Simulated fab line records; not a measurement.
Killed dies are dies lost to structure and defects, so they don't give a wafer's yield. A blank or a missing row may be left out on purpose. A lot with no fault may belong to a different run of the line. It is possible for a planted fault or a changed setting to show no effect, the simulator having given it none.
One fault through the eyes of 2 desks + flow rit cmos + only its own numbers are on each desk; what lay behind them is given at the end

== FROM THE METROLOGY DESK ==
Lot by lot, what the gauges showed, no matter which tool ran the lot: averages of those sampled wafers that carry a number. A lot is out of limits, marked OUT, if its mean lies more than 4 standard deviations from the usual mean; the brackets give that distance.
Columns: A = PRETRO_TW at RIT_PRETRO_TW_MEAS_10, usual 476
| lot  | first seen here | A             |
|------|-----------------|---------------|
| L935 | day 2 09:44     | 476           |
| L936 | day 2 15:41     | 476           |
| L937 | day 2 22:53     | 477           |
| L938 | day 3 06:51     | 475           |
| L941 | day 3 18:10     | 475           |
| L943 | day 4 00:54     | 477           |
| L945 | day 4 10:23     | 472           |
| L946 | day 4 14:33     | 480           |
| L948 | day 5 01:27     | 476           |
| L949 | day 5 05:29     | 470           |
| L950 | day 5 11:25     | 526 (+16) OUT |
| L951 | day 5 16:11     | 525 (+16) OUT |
| L952 | day 5 21:04     | 524 (+16) OUT |
| L957 | day 6 22:05     | 479           |
| L958 | day 7 02:13     | 472           |
This desk's finding: out of limits on L950, L951, L952; first on L950, day 5 11:25 (PRETRO_TW at RIT_PRETRO_TW_MEAS_10). L935, L936, L937, L938, L941, L943, L945, L946, L948, L949, L957, L958: within limits.

== DESK OF THE TOOL OWNER: implanter-03 ==
The tool's own readings at RIT_PRETRO_IMPLANT_08: means of the sampled wafers that have a number, for each lot that ran on this tool. A lot is out of limits, marked OUT, if its mean lies more than 4 standard deviations from the usual mean; the brackets give that distance.
Columns: A = dose ions cm2 at RIT_PRETRO_IMPLANT_08, usual 1.1999e+13; B = faraday current uA at RIT_PRETRO_IMPLANT_08, usual 38.1
| lot  | first seen here | A                            | B              |
|------|-----------------|------------------------------|----------------|
| L935 | day 2 09:25     | 1.2000e+13                   | 38.8           |
| L936 | day 2 15:23     | 1.1989e+13                   | 38.7           |
| L943 | day 4 00:34     | 1.2010e+13                   | 37.4           |
| L946 | day 4 14:15     | 1.2001e+13                   | 37.9           |
| L949 | day 5 05:10     | 1.1990e+13                   | 37.8           |
| L950 | day 5 11:05     | 1.6319e+13 (+99 or more) OUT | 50.9 (+17) OUT |
| L951 | day 5 15:51     | 1.6322e+13 (+99 or more) OUT | 52.7 (+19) OUT |
| L952 | day 5 20:47     | 1.6324e+13 (+99 or more) OUT | 51.7 (+18) OUT |
This desk's verdict: out of limits on L950, L951, L952, starting with L950 at day 5 11:05 (dose ions cm2 at RIT_PRETRO_IMPLANT_08). L935, L936, L943, L946, L949: within limits.

== TAKEN TOGETHER ==
The tool owner's desk had the chance to raise an alarm at day 5 11:05 on L950, L951, L952.
An alarm was possible from the metrology desk at day 5 11:25, on L950, L951, L952.
All the named lots went through RIT_PRETRO_IMPLANT_08 on implanter-03.

== WHAT THE SIMULATOR HAD INSERTED ==
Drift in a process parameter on implanter-03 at RIT_PRETRO_IMPLANT_08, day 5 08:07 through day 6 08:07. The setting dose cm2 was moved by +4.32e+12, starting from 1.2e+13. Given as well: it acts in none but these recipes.
Lots struck among those shown: L950, L951, L952.
Time in hours from fault onset to the first out-of-limits reading at each desk: tool owner's desk 3, metrology desk 3.
